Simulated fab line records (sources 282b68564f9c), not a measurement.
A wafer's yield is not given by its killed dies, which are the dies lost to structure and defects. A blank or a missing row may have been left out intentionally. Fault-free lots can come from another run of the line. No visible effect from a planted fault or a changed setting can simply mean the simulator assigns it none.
A struck lot beside a sound one | flow ritCmos | 44 steps out of a route of 202
Sound: wafers L551.2, L551.5, L551.6. Struck: wafers L553.1, L553.3, L553.6. At the end, the cause is stated.
At each step with rows: each side's tool, then ch and its chambers, then its first start. Under that, the readings that differ: sound wafers | struck wafers | difference of the means | sigmas: that difference in standard deviations of wafers without a fault.
alike: readings with means less than 2 such deviations apart, plus words and numbers identical on both sides. not compared: withheld readings, readings lacking a value on some wafer, bounds such as >300 that could conceal the same value, and numbers that have no deviation in the record and whose values overlap.
A row with sigmas, a row that says differs or no value, or rows on one side alone: a step with any of these is where the two part. Numbers that don't overlap but have no deviation are shown without sigmas and don't part them. Lack of a reading on every wafer of one side parts them only where that side has two or more wafers.

RIT_PWELL_TW_MEAS_10:
  sound: filmMetro-04 at day 4 07:11; struck: filmMetro-03 at day 4 12:37
  alike: PWELL_TW
then, 1 step without rows for these wafers: RIT_WELLDRIVE_ANNEAL_00 (time 14700 s).
RIT_WELLDRIVE_RS_MEAS_01: uses a four-point probe to measure.
  sound: filmMetro-01 at day 4 16:28; struck: filmMetro-01 at day 4 21:31
  alike: NWELL_RS
RIT_WELLDRIVE_RS_MEAS_02: uses a four-point probe to measure.
  sound: filmMetro-01 at day 4 16:35; struck: filmMetro-01 at day 4 21:38
  alike: PWELL_RS
then, 6 steps without rows for these wafers: RIT_NRETRO_HMDS_00 (prime time 60 s); RIT_NRETRO_COAT_01 (resist thk 1300 nm); RIT_NRETRO_SOFTBAKE_02 (time 60 s); RIT_NRETRO_EXPOSE_03 (exposes mask M4, target cd 43900 nm); RIT_NRETRO_PEB_04; RIT_NRETRO_DEVELOP_05 (develop time 68 s).
RIT_NRETRO_OVL_MEAS_06:
  sound: overlay-02 at day 4 17:34; struck: overlay-01 at day 4 22:59
  alike: NRETRO_OVL
then, 1 step without rows for these wafers: RIT_NRETRO_HARDBAKE_07 (time 120 s).
RIT_NRETRO_IMPLANT_08:
  sound on implanter-02 ch 0, day 4 17:52; struck on implanter-02 ch 0, day 4 23:19
reading                  | sound                | struck               | difference | sigmas
beamEnergyKeV            | 70.005 70.017 70.006 | 78.080 78.100 78.090 | +8.081     | +99 or more
model.implant.rpNm (nm)  | 85.7 85.7 85.7       | 96.82 96.82 96.82    | +11.12     | 
model.implant.drpNm (nm) | 33.94 33.94 33.94    | 37.18 37.18 37.18    | +3.24      | 
RIT_NRETRO_STRIP_09: strips in O2, time 180 s.
  sound on plasmaAsher-03 ch 0,1, day 4 17:59; struck on plasmaAsher-04 ch 1, day 4 23:28
  alike: drypumpMotorCurrentA
  not compared: rfHoursCounterH
RIT_NRETRO_TW_MEAS_10:
  sound: filmMetro-03 at day 4 18:11; struck: filmMetro-01 at day 4 23:38
  alike: NRETRO_TW
then, 6 steps without rows for these wafers: RIT_PRETRO_HMDS_00 (prime time 60 s); RIT_PRETRO_COAT_01 (resist thk 1300 nm); RIT_PRETRO_SOFTBAKE_02 (time 60 s); RIT_PRETRO_EXPOSE_03 (exposes mask M5, target cd 43700 nm); RIT_PRETRO_PEB_04; RIT_PRETRO_DEVELOP_05 (develop time 68 s).
RIT_PRETRO_OVL_MEAS_06:
  sound: overlay-02 at day 4 19:16; struck: overlay-02 at day 5 01:06
  alike: PRETRO_OVL
then, 2 steps without rows for these wafers: RIT_PRETRO_HARDBAKE_07 (time 120 s); RIT_PRETRO_IMPLANT_08.
RIT_PRETRO_STRIP_09: strips in O2, time 180 s.
  sound on plasmaAsher-02 ch 0,1, day 4 19:41; struck on plasmaAsher-01 ch 0,1, day 5 01:45
  alike: drypumpMotorCurrentA
  not compared: rfHoursCounterH
RIT_PRETRO_TW_MEAS_10:
  sound: filmMetro-04 at day 4 19:52; struck: filmMetro-04 at day 5 01:56
  alike: PRETRO_TW
then, 5 steps without rows for these wafers: RIT_GATE_WET_ETCH_00 (etches SiO2 in BOE, target depth 56 nm, time 60 s); RIT_GATE_CLEAN_01 (cleans in SC1, time 600 s); RIT_GATE_CLEAN_02 (cleans in dHF, time 30 s); RIT_GATE_CLEAN_03 (cleans in SC2, time 600 s); RIT_GATE_CLEAN_04 (cleans in dHF, time 60 s).
RIT_FOX2_THK_MEAS_91:
  sound: filmMetro-03 at day 4 20:22; struck: filmMetro-03 at day 5 02:32
  alike: FIELD_OXIDE_LEFT_2_THK
then, 2 steps without rows for these wafers: RIT_GATE_OXIDATION_05 (target thk 3 nm, ox time 270 s); RIT_GATE_ANNEAL_06 (time 600 s).
RIT_GATE_THK_MEAS_07:
  sound: filmMetro-04 at day 5 01:39; struck: filmMetro-02 at day 5 12:17
  alike: GATE_OXIDE_THK
then, 1 step without rows for these wafers: RIT_GATE_CVD_08 (deposits poly-Si from SiH4, target thk 250 nm, time 2220 s).
RIT_GATE_THK_MEAS_09:
  sound: filmMetro-04 at day 5 03:20; struck: filmMetro-04 at day 5 14:29
reading            | sound             | struck            | difference | sigmas
GATE_POLY_THK (nm) | 247.4 249.3 248.0 | 253.3 252.1 251.3 | +4.0       | +2
then, 5 steps without rows for these wafers: RIT_GATE_HMDS_10 (prime time 60 s); RIT_GATE_COAT_11 (resist thk 850 nm); RIT_GATE_SOFTBAKE_12 (time 60 s); RIT_GATE_EXPOSE_13 (exposes mask M6, target cd 150 nm); RIT_GATE_PEB_14.
RIT_GATE_ETCH_19: etches poly-Si in SF6/CHF3/O2, stops on SiO2, time 165 s, target depth 312.5 nm.
  sound on rieSi-01 ch 0,2,3, day 5 04:40; struck on rieSi-01 ch 0,1,2, day 5 15:50
reading              | sound             | struck            | difference | sigmas
model.GATE.cdNm (nm) | 150.9 149.7 149.2 | 122.6 122.5 123.4 | -27.1      | 
  alike: O2_flow_sccm, drypumpMotorCurrentA, oesProductAu, throttleValvePct
  not compared: rfHoursCounterH
RIT_M1_PROBE_99:
  only the struck wafers here have rows in the record (prober-01, day 6 14:22); the sound ones have none

## WHERE THEY PART
At RIT_NRETRO_IMPLANT_08 first; at RIT_M1_PROBE_99 last (within this record only).

WHY: the cause the simulator had injected
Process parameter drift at RIT_NRETRO_IMPLANT_08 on implanter-02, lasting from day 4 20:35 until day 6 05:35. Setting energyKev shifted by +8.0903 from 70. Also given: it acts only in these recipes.
